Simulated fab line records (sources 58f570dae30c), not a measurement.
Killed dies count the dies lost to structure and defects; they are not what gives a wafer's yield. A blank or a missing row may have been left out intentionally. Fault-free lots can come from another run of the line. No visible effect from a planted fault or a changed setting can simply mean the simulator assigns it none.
Split-lot trial	flow berkeley_cmos170	on a route of 331 steps: 5 lots, 23 wafers read

== ABOUT THE SPLIT ==
At UCB170_SPACER_CVD_00 (deposits SiO2 from TEOS/O2, target thk 376 nm, time 47 s), the setting time_s was moved away from the recipe's 47 s on 5 of the 23 wafers read, by +9.4% to +9.7%. All remaining wafers had this setting at the recipe value.

Split to reading: the file shows no intervening step.

== THE READING ==
SPACER_TEOS_THK at UCB170_SPACER_THK_MEAS_01, in nm. A value of 373 nm with a standard deviation of 5.5 nm is what fault-free wafers of this fab line usually give.

wafer	tool, chamber at the split	time_s as run, s	against the recipe	SPACER_TEOS_THK, nm	against lot-mates on the recipe
L075.3	pecvd-02, 2	47	recipe	369	-
L075.4	pecvd-02, 0	47	recipe	373	-
L075.6	pecvd-02, 1	47	recipe	370	-
L078.1	pecvd-01, 2	47	recipe	371	-
L078.2	pecvd-01, 0	51.56	+9.7%	406	+29
L078.3	pecvd-01, 1	51.56	+9.7%	414	+37
L078.4	pecvd-01, 1	47	recipe	381	-
L078.6	pecvd-01, 0	47	recipe	378	-
L080.1	pecvd-02, 0	47	recipe	375	-
L080.2	pecvd-02, 2	47	recipe	373	-
L080.4	pecvd-02, 2	47	recipe	378	-
L080.5	pecvd-02, 1	47	recipe	373	-
L080.6	pecvd-02, 0	47	recipe	382	-
L076.2	pecvd-01, 2	51.43	+9.4%	401	+26
L076.3	pecvd-01, 0	51.43	+9.4%	406	+32
L076.4	pecvd-01, 2	47	recipe	373	-
L076.5	pecvd-01, 0	51.43	+9.4%	416	+42
L076.6	pecvd-01, 1	47	recipe	376	-
L083.1	pecvd-02, 1	47	recipe	367	-
L083.2	pecvd-02, 0	47	recipe	375	-
L083.4	pecvd-02, 0	47	recipe	379	-
L083.5	pecvd-02, 1	47	recipe	376	-
L083.6	pecvd-02, 2	47	recipe	378	-

FIT RESULTS
A straight line over all 23 wafers: SPACER_TEOS_THK changes by +3.54 nm for each +1% of time_s; r = +0.95; the points scatter about the line by 4.6 nm.
The same after taking each lot's own level away (the mean of its wafers on the recipe; 23 wafers): +3.48 nm for each +1%; r = +0.96; scatter 4.2 nm.
The reading moves by 34 nm for the largest change in time_s, on that fit.
Measured against the standard deviation above, the lots' own levels, which go from 370.7 to 376.7 nm, span 1.1 times it.
So the lot-to-lot level changes the slope little: the two slopes agree.
Check: +35 nm against its lot-mates is what the line predicts for one of the wafers moved furthest among these (+9.7%) when that wafer is left out of the fit. Against them it came out at +29.3 nm.

== THESE WAFERS: OTHER SPLITS ==
Before the reading, these wafers also passed through other splits. Each is held against what the fit with the lots' levels taken away leaves over:
other split on the same wafers	wafers away from the commonest value	r with SPACER_TEOS_THK (lot level and that fit taken away)
UCB170_NLDD_COAT_01 resist_thk_nm	7	+0.16

== THE WHOLE CHAIN: every reading that the file lists as answering this split, in the file's order ==
step	what it does	reading	change (the file's fit)	r (the file's)
UCB170_SPACER_CVD_00	deposits SiO2 from TEOS/O2, target thk 376 nm, time 47 s	SiO2_of_SPACER_CVD_00.thk_nm (the simulator's own value, which no gauge read)	+3.49 nm for each +1% of the setting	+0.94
UCB170_SPACER_THK_MEAS_01		SPACER_TEOS_THK	+3.47 for each +1% of the setting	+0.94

== FILE'S OWN FIT ==
SPACER_TEOS_THK changes by +3.47 nm for each +1% of time_s, r = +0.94.
